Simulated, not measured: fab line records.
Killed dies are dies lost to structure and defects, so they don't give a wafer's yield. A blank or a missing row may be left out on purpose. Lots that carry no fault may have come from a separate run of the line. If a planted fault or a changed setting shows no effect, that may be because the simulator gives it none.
fab line records	flow rit-cmos
[record] lots = 5	wafers = 15	last-day = 7
route steps=202 shown PSD@150 SDANNEAL@153 NSD@158 PLDD@159 NLDD@160 SILICIDE@161 CONTACT@168 M1@184
lots untouched by any fault: they come from a run of this same line in which no faults occurred
start-h: hours from the record's opening day to when the first of the lot's shown wafers began	wait-h: how many hours have passed since the lot's step before this one	" same as the row above	L1.1+2: several wafers, shown together as one row	- no value, or no start was given	* or withheld: withheld	< > ~ a bound
route shown NAME@n: names a module that has steps shown in the file, with the first one's number in the route	usual: mean/standard deviation of fault-free wafers	same: alike in all rows	chamber/n: place in a boat	sites: the reading at each site	_std_site: the standard deviation of these	_edge_site: mean of outer sites minus mean of inner sites	radius-mm: how far each site lies from the wafer's centre	mask NAME#n: copy n	behind: tool/chamber where the wafer was last shaped	hold: the reason the lot was held/the length of the hold in hours/how it ended	device: transistor that didn't switch, given as n, p or np	end of line: the same wafers' tests at the end of the route	a step given without rows: its recipe and nothing more	killed: at the first sort, the dies lost to defects and structure; wafer yield is something else	map: shows each die of a wafer: x if killed, . if not, _ if none is there
set.NAME: setting as actually run; set.NAME@STEP: the setting as run at that earlier step	model.NAME: the simulator's own value behind a step, which no gauge read
lots at selected steps of the route; one table per step, one row per wafer
services: when a tool's chamber went out of use (start-h, in hours from the record's first day, below 0 if earlier), for how many hours, and the reason
[[steps]]
[step RIT_PSD_IMPLANT_08]
[recipe] species = BF2	energy-kev = 27	dose-cm2 = 5e+15	tilt-deg = 7
[step RIT_PSD_STRIP_09]
[recipe] chemistry = O2	time-s = 180	resist = NOVOLAK	platen-temp-c = withheld	power-w = 500	pressure-mtorr = 4000	o2-flow-sccm = 4000
[step RIT_PSD_TW_MEAS_10]
[usual] PSD_TW = 3413/22
lot.wafer	tool	chamber	start-h	wait-h	PSD_TW
L143.1	film-metro-02	-	81.09	0.1	3431
L143.2	"	-	"	"	3429
L143.5	"	-	"	"	3428
L144.4	film-metro-04	-	83.84	0.1	3388
L144.5	"	-	"	"	3375
L144.6	"	-	"	"	3387
L152.2	film-metro-04	-	124.59	0.1	3438
L152.4	"	-	"	"	3422
L152.5	"	-	"	"	3412
L157.3	film-metro-02	-	153.05	0.1	3437
L157.5	"	-	"	"	3430
L157.6	"	-	"	"	3429
L159.2	film-metro-04	-	157.24	0.1	3385
L159.5	"	-	"	"	3377
L159.6	"	-	"	"	3376
[step RIT_SDANNEAL_CLEAN_00]
[recipe] chemistry = SC1	mix = 3:3:50	time-s = 608.5	temp-c = 75
[step RIT_SDANNEAL_CLEAN_01]
[recipe] chemistry = dHF	dilution = 50:1	time-s = 30
[step RIT_SDANNEAL_CLEAN_02]
[recipe] chemistry = SC2	mix = 3:3:50	time-s = 600	temp-c = 75	dry = n2-spin
[step RIT_SDANNEAL_RTA_03]
[recipe] temp-c = 1050	time-s = 5	idle-temp-c = 600	ramp-up-c-per-s = 342	ramp-down-c-per-s = 171	cool-to-c = 600	ambient = N2
[step RIT_SDANNEAL_RS_MEAS_04]
[recipe] thk-meas-gauge = four-point-probe
[usual] PSD_RS = 116.0/0.36
lot.wafer	tool	chamber	start-h	wait-h	PSD_RS[ohm/sq]
L143.1	film-metro-04	-	81.67	0.0	116.3
L143.2	"	-	"	"	116.3
L143.5	"	-	"	"	116.4
L144.4	film-metro-02	-	84.43	0.1	115.3
L144.5	"	-	"	"	115.6
L144.6	"	-	"	"	115.3
L152.2	film-metro-04	-	125.12	0.1	115.7
L152.4	"	-	"	"	115.4
L152.5	"	-	"	"	115.6
L157.3	film-metro-03	-	153.57	0.1	116.8
L157.5	"	-	"	"	116.4
L157.6	"	-	"	"	116.6
L159.2	film-metro-03	-	157.73	0.1	116.5
L159.5	"	-	"	"	116.7
L159.6	"	-	"	"	116.8
[step RIT_SDANNEAL_RS_MEAS_05]
[recipe] thk-meas-gauge = four-point-probe
[usual] NSD_RS = 84.68/0.3
lot.wafer	tool	chamber	start-h	wait-h	NSD_RS[ohm/sq]
L143.1	film-metro-04	-	81.79	0.1	84.69
L143.2	"	-	"	"	84.77
L143.5	"	-	"	"	84.64
L144.4	film-metro-02	-	84.55	0.1	85.14
L144.5	"	-	"	"	84.90
L144.6	"	-	"	"	85.17
L152.2	film-metro-04	-	125.24	0.1	84.04
L152.4	"	-	"	"	84.20
L152.5	"	-	"	"	83.80
L157.3	film-metro-03	-	153.69	0.1	84.72
L157.5	"	-	"	"	85.04
L157.6	"	-	"	"	84.87
L159.2	film-metro-03	-	157.85	0.1	84.79
L159.5	"	-	"	"	84.84
L159.6	"	-	"	"	85.13
[step RIT_SDANNEAL_RS_MEAS_06]
[recipe] thk-meas-gauge = four-point-probe
[usual] PLDD_RS = 178.4/0.58
lot.wafer	tool	chamber	start-h	wait-h	PLDD_RS[ohm/sq]
L143.1	film-metro-04	-	81.91	0.1	178.7
L143.2	"	-	"	"	178.7
L143.5	"	-	"	"	178.6
L144.4	film-metro-02	-	84.67	0.1	177.7
L144.5	"	-	"	"	177.4
L144.6	"	-	"	"	177.0
L152.2	film-metro-04	-	125.36	0.1	178.3
L152.4	"	-	"	"	177.4
L152.5	"	-	"	"	177.3
L157.3	film-metro-03	-	153.81	0.1	179.3
L157.5	"	-	"	"	179.5
L157.6	"	-	"	"	179.6
L159.2	film-metro-03	-	157.97	0.1	178.6
L159.5	"	-	"	"	179.6
L159.6	"	-	"	"	179.1
[step RIT_SDANNEAL_RS_MEAS_07]
[recipe] thk-meas-gauge = four-point-probe
[usual] NLDD_RS = 151.7/0.61
lot.wafer	tool	chamber	start-h	wait-h	NLDD_RS[ohm/sq]
L143.1	film-metro-04	-	82.03	0.1	151.7
L143.2	"	-	"	"	151.4
L143.5	"	-	"	"	151.4
L144.4	film-metro-02	-	84.79	0.1	151.0
L144.5	"	-	"	"	150.5
L144.6	"	-	"	"	150.8
L152.2	film-metro-04	-	125.48	0.1	150.9
L152.4	"	-	"	"	151.1
L152.5	"	-	"	"	151.3
L157.3	film-metro-03	-	153.93	0.1	152.4
L157.5	"	-	"	"	152.4
L157.6	"	-	"	"	153.0
L159.2	film-metro-03	-	158.09	0.1	151.2
L159.5	"	-	"	"	151.1
L159.6	"	-	"	"	150.9
[step RIT_SILICIDE_WET_ETCH_00]
[recipe] chemistry = BOE	target = SiO2	target-depth-nm = 14	time-s = 15	dry = n2-spin	dilution = 10:1	temp-c = 21.5
[step RIT_SILICIDE_SPUTTER_01]
[recipe] material = Ti	target-thk-nm = 30	power-w = 338.1	chamber-pressure-pa = 0.667	gas = Ar	time-s = 240	substrate-temp-c = 25
[usual] chamber-pressure-pa = 0.6670/0.0013	throttle-valve-pct = 30.0/1.1
lot.wafer	tool	chamber	start-h	wait-h	chamber-pressure-pa	throttle-valve-pct
L143.1	pvd-sputter-03	-	82.17	0.0	0.6672	30.1
L143.2	"	-	"	"	0.6674	30.1
L143.5	"	-	"	"	0.6674	30.3
L144.4	pvd-sputter-01	-	84.86	0.0	0.6675	28.3
L144.5	"	-	"	"	0.6672	31.8
L144.6	"	-	"	"	0.6686	29.7
L152.2	pvd-sputter-01	-	125.59	0.0	0.6674	29.6
L152.4	"	-	"	"	0.6656	31.6
L152.5	"	-	"	"	0.6703	29.7
L157.3	pvd-sputter-03	-	154.02	0.0	0.6659	28.9
L157.5	"	-	"	"	0.6676	30.3
L157.6	"	-	"	"	0.6674	30.2
L159.2	pvd-sputter-02	-	158.21	0.0	0.6648	31.4
L159.5	"	-	"	"	0.6677	31.8
L159.6	"	-	"	"	0.6633	29.9
[step RIT_SILICIDE_RS_MEAS_02]
[recipe] thk-meas-gauge = four-point-probe	reads = Ti_of_SILICIDE_SPUTTER_01
[usual] SILICIDE_TI_RS = 50.1/0.8
lot.wafer	tool	chamber	start-h	wait-h	SILICIDE_TI_RS[ohm/sq]
L143.1	film-metro-01	-	82.32	0.1	50.4
L143.2	"	-	"	"	51.4
L143.5	"	-	"	"	51.0
L144.4	film-metro-01	-	85.07	0.1	49.9
L144.5	"	-	"	"	49.7
L144.6	"	-	"	"	50.1
L152.2	film-metro-01	-	125.76	0.1	49.8
L152.4	"	-	"	"	49.6
L152.5	"	-	"	"	49.3
L157.3	film-metro-03	-	154.21	0.1	49.9
L157.5	"	-	"	"	50.6
L157.6	"	-	"	"	49.5
L159.2	film-metro-04	-	158.38	0.1	50.6
L159.5	"	-	"	"	50.5
L159.6	"	-	"	"	49.9
[step RIT_SILICIDE_THK_MEAS_03]
[recipe] thk-meas-gauge = xrf	reads = Ti_of_SILICIDE_SPUTTER_01
[usual] SILICIDE_TI_THK = 29.1/0.4
lot.wafer	tool	chamber	start-h	wait-h	SILICIDE_TI_THK[nm]
L143.1	film-metro-01	-	82.44	0.1	28.8
L143.2	"	-	"	"	28.5
L143.5	"	-	"	"	28.6
L144.4	film-metro-01	-	85.16	0.1	29.1
L144.5	"	-	"	"	29.2
L144.6	"	-	"	"	29.1
L152.2	film-metro-01	-	125.87	0.1	29.4
L152.4	"	-	"	"	29.3
L152.5	"	-	"	"	29.6
L157.3	film-metro-03	-	154.31	0.1	29.3
L157.5	"	-	"	"	29.1
L157.6	"	-	"	"	29.7
L159.2	film-metro-04	-	158.49	0.1	28.6
L159.5	"	-	"	"	28.7
L159.6	"	-	"	"	29.0
[step RIT_SILICIDE_RTA_04]
[recipe] temp-c = 650	time-s = 10	idle-temp-c = 25	ramp-up-s = 5	ramp-down-s = 5	cool-to-c = 25	ambient = N2
[usual] anneal-temp-c-max = 653.0/0.84	wafer_temp_C_max = 653.4/1
lot.wafer	tool	chamber	start-h	wait-h	anneal-temp-c-max	wafer_temp_C_max
L143.1	rtp-anneal-02	0	82.50	0.1	652.6	652.5
L143.2	"	0	"	"	652.2	653.2
L143.5	"	0	"	"	651.4	651.7
L144.4	rtp-anneal-01	0	85.22	0.1	653.9	653.6
L144.5	"	0	"	"	653.6	654.5
L144.6	"	0	"	"	654.8	654.6
L152.2	rtp-anneal-01	0	125.93	0.1	653.1	655.4
L152.4	"	0	"	"	653.0	653.1
L152.5	"	0	"	"	652.9	653.9
L157.3	rtp-anneal-02	0	154.37	0.1	653.1	652.1
L157.5	"	0	"	"	651.9	652.3
L157.6	"	0	"	"	652.1	651.9
L159.2	rtp-anneal-02	0	158.55	0.1	652.3	653.7
L159.5	"	0	"	"	652.6	651.9
L159.6	"	0	"	"	652.5	651.9
[step RIT_SILICIDE_WET_ETCH_05]
[recipe] chemistry = SPM	target = Ti	temp-c = 90	time-s = 120	dry = n2-spin
[step RIT_SILICIDE_RTA_06]
[recipe] temp-c = 750	time-s = 10	idle-temp-c = 25	ramp-up-s = 5	ramp-down-s = 10	cool-to-c = 25	ambient = N2
[step RIT_CONTACT_CVD_00]
[recipe] material = SiO2	target-thk-nm = 400	precursor = TEOS	temp-c = 390	time-s = 61	rf-w = 400
[usual] heater-power-w = 318/64
lot.wafer	tool	chamber	start-h	wait-h	heater-power-w	since-wet-clean-h
L143.1	pecvd-02	2	82.74	0.1	363	1419
L143.2	"	1	"	"	380	1419
L143.5	"	1	"	"	371	-
L144.4	pecvd-03	1	85.47	0.1	253	-
L144.5	"	2	"	"	387	-
L144.6	"	0	"	"	354	-
L152.2	pecvd-02	1	126.10	0.0	291	1462
L152.4	"	0	"	"	190	-
L152.5	"	1	"	"	307	-
L157.3	pecvd-01	2	154.53	0.0	368	1100
L157.5	"	1	"	"	332	-
L157.6	"	0	"	"	213	-
L159.2	pecvd-03	1	158.71	0.0	261	714
L159.5	"	1	"	"	274	-
L159.6	"	2	"	"	428	-
[step RIT_CONTACT_THK_MEAS_01]
[recipe] reads = SiO2_of_CONTACT_CVD_00
[usual] CONTACT_TEOS_THK = 399/5.3
lot.wafer	tool	chamber	start-h	wait-h	CONTACT_TEOS_THK[nm]
L143.1	film-metro-04	-	82.79	0.0	397
L143.2	"	-	"	"	399
L143.5	"	-	"	"	396
L144.4	film-metro-04	-	85.53	0.0	405
L144.5	"	-	"	"	399
L144.6	"	-	"	"	407
L152.2	film-metro-02	-	126.16	0.0	392
L152.4	"	-	"	"	398
L152.5	"	-	"	"	398
L157.3	film-metro-04	-	154.60	0.0	399
L157.5	"	-	"	"	408
L157.6	"	-	"	"	408
L159.2	film-metro-01	-	158.77	0.0	398
L159.5	"	-	"	"	407
L159.6	"	-	"	"	404
[step RIT_CONTACT_HMDS_02]
[recipe] prime-time-s = 60	prime-temp-c = 140
[step RIT_CONTACT_COAT_03]
[recipe] resist = NOVOLAK	spin-rpm = 3250	resist-thk-nm = 1000
[step RIT_CONTACT_SOFTBAKE_04]
[recipe] resist = NOVOLAK	temp-c = 90	time-s = 62.18
[usual] plate-sensor-t-centre-C = 90.970/0.01	plate-sensor-t-edge-C = 91.021/0.0093
lot.wafer	tool	chamber	start-h	wait-h	plate-sensor-t-centre-C	plate-sensor-t-edge-C
L143.1	litho-track-04	0	83.15	0.1	90.973	91.000
L143.2	"	0	"	"	90.982	91.022
L143.5	"	0	"	"	90.986	91.020
L144.4	litho-track-04	0	85.93	0.1	90.960	91.026
L144.5	"	0	"	"	90.968	91.029
L144.6	"	0	"	"	90.952	91.030
L152.2	litho-track-03	0	126.54	0.1	90.978	91.016
L152.4	"	0	"	"	90.968	91.019
L152.5	"	0	"	"	90.961	91.017
L157.3	litho-track-04	0	154.99	0.1	90.975	91.017
L157.5	"	0	"	"	90.958	91.025
L157.6	"	0	"	"	90.975	91.015
L159.2	litho-track-04	0	159.15	0.1	90.970	91.009
L159.5	"	0	"	"	90.997	91.035
L159.6	"	0	"	"	90.984	91.034
[step RIT_CONTACT_EXPOSE_05]
[recipe] mask-id = M11	na = 0.6	source-shape = conventional	sigma-outer = 0.5	target-cd-nm = 1000	dose-mj = 250
[step RIT_CONTACT_PEB_06]
[recipe] resist = NOVOLAK	temp-c = withheld	time-s = withheld
[step RIT_CONTACT_DEVELOP_07]
[recipe] resist = NOVOLAK	develop-time-s = 120	dev-temp-c = 23
[step RIT_CONTACT_CD_MEAS_08]
[recipe] target-cd-nm = 1000
[usual] cd-nm = 1000.1/2
lot.wafer	tool	chamber	start-h	wait-h	cd-nm
L143.1	cd-sem-02	-	83.82	-	1001.4
L143.2	"	-	"	"	1002.5
L143.5	"	-	"	"	1002.3
L144.4	cd-sem-01	-	86.83	-	999.3
L144.5	"	-	"	"	996.1
L144.6	"	-	"	"	996.2
L152.2	cd-sem-02	-	127.20	-	999.6
L152.4	"	-	"	"	994.1
L152.5	"	-	"	"	999.4
L157.3	cd-sem-02	-	155.77	-	1001.3
L157.5	"	-	"	"	1000.5
L157.6	"	-	"	"	1000.9
L159.2	cd-sem-01	-	159.81	-	996.6
L159.5	"	-	"	"	997.1
L159.6	"	-	"	"	996.9
[step RIT_CONTACT_OVL_MEAS_09]
[usual] CONTACT_OVL = 0.4/1.2
lot.wafer	tool	chamber	start-h	wait-h	CONTACT_OVL[nm]
L143.1	overlay-02	-	83.94	0.1	0.0
L143.2	"	-	"	"	0.1
L143.5	"	-	"	"	-0.8
L144.4	overlay-01	-	86.91	0.1	0.1
L144.5	"	-	"	"	0.2
L144.6	"	-	"	"	-0.4
L152.2	overlay-02	-	127.30	0.1	-0.1
L152.4	"	-	"	"	0.1
L152.5	"	-	"	"	-1.6
L157.3	overlay-01	-	155.86	0.1	1.2
L157.5	"	-	"	"	-0.7
L157.6	"	-	"	"	-0.2
L159.2	overlay-02	-	159.92	0.1	-1.3
L159.5	"	-	"	"	-2.1
L159.6	"	-	"	"	-0.5
[step RIT_CONTACT_HARDBAKE_10]
[recipe] resist = NOVOLAK	temp-c = 140	time-s = 60
[step RIT_CONTACT_ETCH_11]
[recipe] target-depth-a = 4800	over-etch-frac = 0.2	stop-on = TiSi2	chemistry = CHF3/CF4/Ar	target = SiO2	CHF3_flow_sccm = 50	cf4-flow-sccm = 10	Ar_flow_sccm = 100	O2_flow_sccm = 5	pressure-mtorr = 100	rf-w = 200	time-s = 320
[usual] cf4-flow-sccm = 9.996/0.028	drypump-motor-current-A = 5.6/0.49	oes-product-au = 0.986/0.015	throttle-valve-pct = 8.88/0.13
lot.wafer	tool	chamber	start-h	wait-h	cf4-flow-sccm	drypump-motor-current-A	oes-product-au	rf-hours-counter-h	throttle-valve-pct
L143.1	rie-diel-03	3	84.12	0.1	9.986	4.8	0.988	42	8.98
L143.2	"	0	"	"	10.025	5.9	0.965	70	8.88
L143.5	"	3	"	"	9.959	4.8	0.987	-	8.99
L144.4	rie-diel-04	2	87.08	0.1	10.019	6.3	0.974	23	8.93
L144.5	"	0	"	"	9.979	5.7	0.983	-	8.91
L144.6	"	1	"	"	9.971	5.9	1.014	-	9.06
L152.2	rie-diel-04	3	127.48	0.1	10.020	6.1	0.993	51	8.85
L152.4	"	2	"	"	10.019	6.3	0.981	24	8.94
L152.5	"	3	"	"	10.042	6.1	0.988	-	8.86
L157.3	rie-diel-03	3	156.03	0.1	10.031	4.8	0.987	44	9.00
L157.5	"	1	"	"	10.005	5.1	1.004	-	9.00
L157.6	"	2	"	"	10.006	6.1	0.981	-	8.54
L159.2	rie-diel-01	2	160.10	0.1	9.936	6.1	0.983	144	8.91
L159.5	"	1	"	"	9.951	5.2	0.999	-	8.89
L159.6	"	2	"	"	9.965	6.1	0.989	-	8.92
[step RIT_CONTACT_STRIP_12]
[recipe] chemistry = O2	time-s = 180	resist = NOVOLAK	platen-temp-c = withheld	power-w = 500	pressure-mtorr = 4000	o2-flow-sccm = 4000
[usual] drypump-motor-current-A = 5.8/0.45
lot.wafer	tool	chamber	start-h	wait-h	drypump-motor-current-A	rf-hours-counter-h
L143.1	plasma-asher-02	0	84.32	0.1	5.5	31
L143.2	"	1	"	"	6.6	31
L143.5	"	0	"	"	5.6	-
L144.4	plasma-asher-04	0	87.33	0.2	5.7	-
L144.5	"	1	"	"	5.3	-
L144.6	"	0	"	"	5.7	-
L152.2	plasma-asher-01	0	127.68	0.1	5.7	1
L152.4	"	1	"	"	5.7	-
L152.5	"	1	"	"	5.7	-
L157.3	plasma-asher-01	0	156.29	0.2	5.7	-
L157.5	"	1	"	"	5.7	-
L157.6	"	0	"	"	5.7	-
L159.2	plasma-asher-02	0	160.29	0.1	5.6	39
L159.5	"	1	"	"	6.6	-
L159.6	"	0	"	"	5.6	-
[step RIT_CONTACT_CD_MEAS_90]
[recipe] target-cd-nm = 1000
[usual] cd-nm = 1000.1/2.1
lot.wafer	tool	chamber	start-h	wait-h	cd-nm
L143.1	cd-sem-01	-	84.49	0.1	1001.1
L143.2	"	-	"	"	1003.1
L143.5	"	-	"	"	1002.5
L144.4	cd-sem-01	-	87.51	0.1	999.5
L144.5	"	-	"	"	996.4
L144.6	"	-	"	"	995.5
L152.2	cd-sem-01	-	127.87	0.1	999.1
L152.4	"	-	"	"	993.9
L152.5	"	-	"	"	999.6
L157.3	cd-sem-01	-	156.44	0.1	1000.8
L157.5	"	-	"	"	999.6
L157.6	"	-	"	"	1000.6
L159.2	cd-sem-02	-	160.49	0.1	996.6
L159.5	"	-	"	"	996.8
L159.6	"	-	"	"	997.1
[step RIT_CONTACT_CLEAN_13]
[recipe] chemistry = SC1	mix = 3:3:50	time-s = 600	temp-c = 75
[step RIT_CONTACT_CLEAN_14]
[recipe] chemistry = SC2	mix = 3:3:50	time-s = 600	temp-c = 75	dry = n2-spin
[step RIT_M1_SPUTTER_00]
[recipe] material = Al	target-thk-nm = 400	power-w = 2000	chamber-pressure-pa = 0.4	gas = Ar	time-s = 500	substrate-temp-c = 25
[step RIT_M1_RS_MEAS_01]
[recipe] thk-meas-gauge = four-point-probe	reads = Al_of_M1_SPUTTER_00
[usual] M1_AL_RS = 0.0732/0.00094
lot.wafer	tool	chamber	start-h	wait-h	M1_AL_RS[ohm/sq]
L143.1	film-metro-02	-	85.31	0.1	0.0730
L143.2	"	-	"	"	0.0723
L143.5	"	-	"	"	0.0745
L144.4	film-metro-04	-	88.34	0.2	0.0727
L144.5	"	-	"	"	0.0715
L144.6	"	-	"	"	0.0728
L152.2	film-metro-04	-	128.64	0.2	0.0729
L152.4	"	-	"	"	0.0734
L152.5	"	-	"	"	0.0730
L157.3	film-metro-03	-	157.21	0.2	0.0722
L157.5	"	-	"	"	0.0728
L157.6	"	-	"	"	0.0742
L159.2	film-metro-04	-	161.25	0.2	0.0724
L159.5	"	-	"	"	0.0727
L159.6	"	-	"	"	0.0735
[step RIT_M1_THK_MEAS_02]
[recipe] thk-meas-gauge = xrf	reads = Al_of_M1_SPUTTER_00
[usual] M1_AL_THK = 398/5.4
lot.wafer	tool	chamber	start-h	wait-h	M1_AL_THK[nm]
L143.1	film-metro-02	-	85.43	0.1	397
L143.2	"	-	"	"	404
L143.5	"	-	"	"	392
L144.4	film-metro-04	-	88.43	0.1	402
L144.5	"	-	"	"	405
L144.6	"	-	"	"	398
L152.2	film-metro-04	-	128.75	0.1	397
L152.4	"	-	"	"	396
L152.5	"	-	"	"	398
L157.3	film-metro-03	-	157.31	0.1	406
L157.5	"	-	"	"	403
L157.6	"	-	"	"	398
L159.2	film-metro-04	-	161.36	0.1	400
L159.5	"	-	"	"	400
L159.6	"	-	"	"	394
[step RIT_M1_HMDS_03]
[recipe] prime-time-s = 60	prime-temp-c = 140
[step RIT_M1_COAT_04]
[recipe] resist = NOVOLAK	spin-rpm = 2000	resist-thk-nm = 1300
[step RIT_M1_SOFTBAKE_05]
[recipe] resist = NOVOLAK	temp-c = 90	time-s = 60
[step RIT_M1_EXPOSE_06]
[recipe] mask-id = M12	na = 0.6	source-shape = conventional	sigma-outer = 0.5	target-cd-nm = 2600	dose-mj = 250
[step RIT_M1_PEB_07]
[recipe] resist = NOVOLAK	temp-c = withheld	time-s = withheld
[step RIT_M1_PROBE_99]
[usual] killed-at-front-end = 6.9/2.9	killed-dies = 7.0/2.9	killed-on-rim = 1.9/1.4	killed-open = 3.4/2.1	killed-short = 3.5/1.8
[same] gross-dies = 264	killed_at_M0_to_M3 = 0	killed_at_M4_up = 0	killed-at-back-side = 0	killed-at-contacts = 0	killed-at-other = 0
lot.wafer	tool	chamber	start-h	wait-h	killed-at-front-end	killed-dies	killed-on-rim	killed-open	killed-short
L152.2	prober-01	-	132.54	0.1	6	6	3	2	4
L152.4	prober-01	-	132.64	0.2	21	21	11	2	9
L152.5	prober-01	-	132.69	0.2	5	5	1	2	3
// killed by level:class
L152.2 GATE:geometric-particle:short=2 SPACER:geometric-particle:short=2 REOX:geometric-particle:open=1 SILICIDE:geometric-particle:open=1
L152.4 SILICIDE:unspecified=10 GATE:geometric-particle:short=5 FOX2:geometric-particle:short=2 SPACER:geometric-particle:open=2 FOX1:geometric-particle:short=1 SPACER:geometric-particle:short=1
L152.5 GATE:geometric-particle:short=1 REOX:geometric-particle:short=1 SPACER:geometric-particle:open=1 SPACER:geometric-particle:short=1 SILICIDE:geometric-particle:open=1
// map L152.4 (x killed, . not)
________......._______
_____xxx..........____
____xx.............___
___xx.x.....x.......__
__x.x................_
__................x.._
_.............x.......
_...........x.........
_.....................
_.....................
__..........x........_
__..................._
___........x.......x__
____.......x.x.....___
_____............x____
________....x.._______
// map L144.4 (x killed, . not)
________...x..._______
_____.............____
____...............___
___x.......x...x....__
__..................._
__..................._
_.....................
_.....................
_.......x.............
_.......x.............
__.x......x.........._
__...........x......._
___..........x......__
____...............___
_____.............____
________...x..._______
[[services]]
tool	chamber	start-h	hours	kind
pecvd-01	-	58.40	2.8	pm
rie-diel-04	1	58.61	5.6	repair
rie-diel-03	1	63.76	17.4	repair
rie-diel-01	0	70.81	-	clean
pvd-sputter-03	-	71.73	3.0	repair
pecvd-02	-	74.59	2.8	pm
pecvd-01	1	76.13	6.5	repair
rie-diel-03	2	81.13	-	clean
rie-diel-03	2	81.13	-	consumable-replace:esc
rie-diel-03	2	81.13	30.9	scheduled-down
rie-diel-03	2	81.13	30.9	vent-cycle
pecvd-01	0	90.10	3.4	repair
pecvd-01	-	103.49	0.5	repair
plasma-asher-01	-	108.75	9.0	pm
plasma-asher-01	0	108.75	9.0	vent-cycle
plasma-asher-01	1	108.75	9.0	vent-cycle
pecvd-02	-	109.90	0.8	pm
rie-diel-03	1	112.02	-	clean
rie-diel-03	1	112.02	26.6	scheduled-down
rie-diel-03	1	112.02	26.6	vent-cycle
plasma-asher-01	0	117.75	-	clean
plasma-asher-01	1	117.75	-	clean
pecvd-01	-	129.91	0.5	repair
plasma-asher-04	-	143.32	2.8	pm
[[key]]
[first-sign] step = RIT_M1_PROBE_99	reading = killed-at-front-end	direction = up	sigmas = 4.8	usual = 6.9	struck = 21
[effect] step = RIT_M1_PROBE_99	reading = killed-dies	direction = up	sigmas = 4.8	usual = 7.0	struck = 21
met-at RIT_SILICIDE_SPUTTER_01
struck-wafers L152.4
tester-left-out L152
onset-between 84.86 125.59
[fault] kind = chamber-particle-source	tool = pvd-sputter-01	chamber = -	onset-h = 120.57	steps = RIT_SILICIDE_SPUTTER_01	rate-per-visit-cm2 = 0.48296	end-h = 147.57	scope = struck-wafers-only
// tester-left-out: of these lots the tester's yield and bins aren't shown, on N5 and GAA mostly nor the transistor test; their killed dies are dies lost to structure and defects alone, not to doping, threshold or leakage, so they don't give the yield
